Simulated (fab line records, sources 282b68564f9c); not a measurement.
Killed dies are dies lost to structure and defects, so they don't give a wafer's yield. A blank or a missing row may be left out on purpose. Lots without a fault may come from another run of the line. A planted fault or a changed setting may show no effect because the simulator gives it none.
fab line records | flow rit_cmos
record lots=13 wafers=39 last_day=7
route steps=202 shown NSD@134 PSD@152 M1@202
lots that met no fault: from a run of the same line without faults
start_h: hours from the record's first day to the start of the lot's first wafer shown | wait_h: hours since the lot's step before | " the same as in the row above | L1.1+2: a row that stands for several wafers | - no value, or no start given | * or withheld: withheld | < > ~ a bound
route shown NAME@n: a module of which the file shows steps, and the number in the route of the first | usual: mean/standard deviation of fault-free wafers | same: alike in all rows | chamber/n: place in a boat | sites: the reading at each site | _std_site: their standard deviation | _edge_site: outer sites' mean less inner sites' | radius_mm: how far each site lies from the wafer's centre | mask NAME#n: copy n | behind: the tool/chamber that last shaped the wafer | hold: why the lot was held/for how many hours/how that ended | device: the transistor (n, p or np) that didn't switch | end of line: the same wafers' tests at the end of the route | a step without rows: its recipe alone | killed: dies lost to structure and defects at the first sort, not the wafer's yield | map: a wafer's dies, x killed, . not, _ none there
set.NAME: the setting as run; set.NAME@STEP: as run at that earlier step | model.NAME: the simulator's own value behind a step, which no gauge read
steps of the route over a sample of lots; a table a step, a row a wafer
services: from which hour (start_h, from the record's first day; less than 0 if before it) a tool's chamber was out of use, for how many hours, and why
## steps
# step RIT_NSD_EXPOSE_03
# recipe mask_id=M9 na=0.57 target_cd_nm=40700 dose_mj=250
# same na=0.57
# columns lot.wafer tool chamber start_h wait_h mask
L518.2+4+5 iline_stepper-01 0 47.20 0.1 M9#0
L519.2+5+6 iline_stepper-02 0 55.58 0.2 M9#0
L521.2+5+6 iline_stepper-01 0 68.71 0.1 M9#0
L522.3+4+5 iline_stepper-02 0 72.51 0.2 M9#0
L523.2+5+6 iline_stepper-01 0 75.85 0.2 M9#0
L525.1+4+6 iline_stepper-02 0 89.85 0.1 M9#0
L527.2+5+6 iline_stepper-01 0 94.08 0.2 M10#0
L535.1+5+6 iline_stepper-01 0 135.81 0.1 M9#0
L536.1+2+6 iline_stepper-01 0 138.11 0.1 M9#0
L537.1+2+5 iline_stepper-02 0 147.79 0.2 M9#0
L538.1+2+4 iline_stepper-01 0 150.94 0.2 M9#0
L539.3+4+5 iline_stepper-01 0 153.48 0.1 M9#0
L541.3+5+6 iline_stepper-02 0 165.99 0.1 M9#0
# step RIT_NSD_OVL_MEAS_06
# usual NSD_OVL=0.5/1.5
# columns lot.wafer tool chamber start_h wait_h NSD_OVL[nm]
L518.2 overlay-01 - 47.59 - 2.0
L518.4 " - " " 1.1
L518.5 " - " " 1.3
L519.2 overlay-01 - 55.96 - 1.2
L519.5 " - " " 1.4
L519.6 " - " " 0.9
L521.2 overlay-02 - 69.12 - -3.0
L521.5 " - " " -1.5
L521.6 " - " " 0.2
L522.3 overlay-01 - 72.88 - 0.6
L522.4 " - " " 2.3
L522.5 " - " " -0.1
L523.2 overlay-01 - 76.24 - 2.5
L523.5 " - " " 0.2
L523.6 " - " " -0.5
L525.1 overlay-01 - 90.25 - 2.2
L525.4 " - " " 1.3
L525.6 " - " " 1.2
L527.2 overlay-02 - 94.47 - -
L527.5 " - " " -
L527.6 " - " " -
L535.1 overlay-01 - 136.43 - 1.6
L535.5 " - " " 1.7
L535.6 " - " " 0.1
L536.1 overlay-02 - 138.51 - 3.4
L536.2 " - " " 3.7
L536.6 " - " " 0.6
L537.1 overlay-02 - 148.19 - -2.1
L537.2 " - " " -1.5
L537.5 " - " " -2.7
L538.1 overlay-01 - 151.34 - 0.7
L538.2 " - " " -0.1
L538.4 " - " " -0.5
L539.3 overlay-01 - 153.85 - 0.7
L539.4 " - " " -0.2
L539.5 " - " " -1.3
L541.3 overlay-02 - 166.36 - 0.8
L541.5 " - " " 1.0
L541.6 " - " " -1.7
# step RIT_NSD_TW_MEAS_10
# usual NSD_TW=3099/37
# columns lot.wafer tool chamber start_h wait_h NSD_TW
L518.2 film_metro-01 - 48.11 0.1 3144
L518.4 " - " " 3154
L518.5 " - " " 3157
L519.2 film_metro-01 - 56.48 0.1 3134
L519.5 " - " " 3143
L519.6 " - " " 3151
L521.2 film_metro-02 - 69.63 0.1 3100
L521.5 " - " " 3093
L521.6 " - " " 3092
L522.3 film_metro-02 - 73.40 0.1 3090
L522.4 " - " " 3108
L522.5 " - " " 3106
L523.2 film_metro-01 - 76.76 0.1 3114
L523.5 " - " " 3142
L523.6 " - " " 3116
L525.1 film_metro-01 - 90.76 0.1 3146
L525.4 " - " " 3139
L525.6 " - " " 3122
L527.2 film_metro-01 - 94.99 0.1 30
L527.5 " - " " 30
L527.6 " - " " 30
L535.1 film_metro-04 - 136.94 0.1 3041
L535.5 " - " " 3006
L535.6 " - " " 3023
L536.1 film_metro-02 - 139.02 0.1 3137
L536.2 " - " " 3117
L536.6 " - " " 3123
L537.1 film_metro-02 - 148.70 0.1 3108
L537.2 " - " " 3127
L537.5 " - " " 3128
L538.1 film_metro-01 - 151.85 0.1 3091
L538.2 " - " " 3122
L538.4 " - " " 3103
L539.3 film_metro-04 - 154.37 0.1 3045
L539.4 " - " " 3041
L539.5 " - " " 3029
L541.3 film_metro-04 - 166.88 0.1 3042
L541.5 " - " " 3047
L541.6 " - " " 3054
# step RIT_PSD_TW_MEAS_10
# usual PSD_TW=3397/46
# columns lot.wafer tool chamber start_h wait_h PSD_TW
L518.2 film_metro-01 - 49.65 0.1 3455
L518.4 " - " " 3464
L518.5 " - " " 3475
L519.2 film_metro-04 - 58.02 0.1 3345
L519.5 " - " " 3359
L519.6 " - " " 3337
L521.2 film_metro-02 - 71.05 0.1 3414
L521.5 " - " " 3430
L521.6 " - " " 3402
L522.3 film_metro-04 - 74.95 0.1 3366
L522.4 " - " " 3381
L522.5 " - " " 3374
L523.2 film_metro-04 - 78.30 0.1 3356
L523.5 " - " " 3352
L523.6 " - " " 3362
L525.1 film_metro-04 - 92.35 0.1 3367
L525.4 " - " " 3363
L525.6 " - " " 3373
L527.2 film_metro-02 - 96.53 0.1 3629
L527.5 " - " " 3635
L527.6 " - " " 3651
L535.1 film_metro-04 - 138.49 0.1 3326
L535.5 " - " " 3336
L535.6 " - " " 3323
L536.1 film_metro-01 - 140.44 0.1 3419
L536.2 " - " " 3438
L536.6 " - " " 3422
L537.1 film_metro-02 - 150.12 0.1 3417
L537.2 " - " " 3417
L537.5 " - " " 3416
L538.1 film_metro-04 - 153.51 0.1 3352
L538.2 " - " " 3376
L538.4 " - " " 3356
L539.3 film_metro-02 - 155.86 0.1 3434
L539.4 " - " " 3414
L539.5 " - " " 3417
L541.3 film_metro-01 - 168.30 0.1 3450
L541.5 " - " " 3461
L541.6 " - " " 3459
# step RIT_M1_PROBE_99
# usual killed_at_M0_to_M3=0.0/0.2 killed_at_contacts=0.1/0.25 killed_at_front_end=6/3.1 killed_dies=6/3.1 killed_on_rim=1.6/1.4 killed_open=2.9/2 killed_short=3.3/2
# same gross_dies=264 killed_at_M4_up=0 killed_at_back_side=0 killed_at_other=0
# columns lot.wafer tool chamber start_h wait_h killed_at_M0_to_M3 killed_at_contacts killed_at_front_end killed_dies killed_on_rim killed_open killed_short
L527.2 prober-01 - 105.51 0.1 0 0 264 264 70 2 0
L527.5 prober-01 - 105.66 0.2 0 0 264 264 70 0 0
L527.6 prober-01 - 105.71 0.2 0 0 264 264 70 10 7
# killed by level:class
L527.2 NSD:area_expose=262 GATE:geometric_particle:open=1 SPACER:geometric_particle:open=1
L527.5 NSD:area_expose=264
L527.6 NSD:area_expose=247 REOX:geometric_particle:short=3 REOX:geometric_particle:open=3 SPACER:geometric_particle:open=3 FOX2:geometric_particle:open=2 SPACER:geometric_particle:short=2 FOX1:geometric_particle:open=1 GATE:geometric_particle:open=1
## services
# columns tool chamber start_h hours kind
iline_stepper-02 - 30.82 2.1 pm
iline_stepper-02 - 32.91 - consumable_replace:lamp
iline_stepper-01 - 101.83 2.6 repair
iline_stepper-02 - 104.42 1.7 pm
iline_stepper-01 - 122.23 1.7 pm
iline_stepper-02 0 147.76 - calibration
## key
first_sign step=RIT_NSD_EXPOSE_03 reading=mask direction=changed
effect step=RIT_NSD_OVL_MEAS_06 reading=NSD_OVL direction=missing
effect step=RIT_NSD_TW_MEAS_10 reading=NSD_TW direction=down sigmas=82 usual=3099 struck=30
effect step=RIT_PSD_TW_MEAS_10 reading=PSD_TW direction=up sigmas=5.3 usual=3397 struck=3638
effect step=RIT_M1_PROBE_99 reading=killed_dies direction=up sigmas=84 usual=6 struck=264
more_kills_born_at RIT_NSD_EXPOSE_03@iline_stepper-01=773
met_at RIT_NSD_EXPOSE_03
struck_lots L527
tester_left_out L527
onset_between 75.85 94.08
fault kind=wrong_mask tool=any chamber=- onset_h=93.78 steps=RIT_NSD_EXPOSE_03 aux_copy=M10#0 scope=struck_lots_only
# tester_left_out: of these lots the tester's yield and bins aren't shown, on N5 and GAA mostly nor the transistor test; their killed dies are dies lost to structure and defects alone, not to doping, threshold or leakage, so they don't give the yield
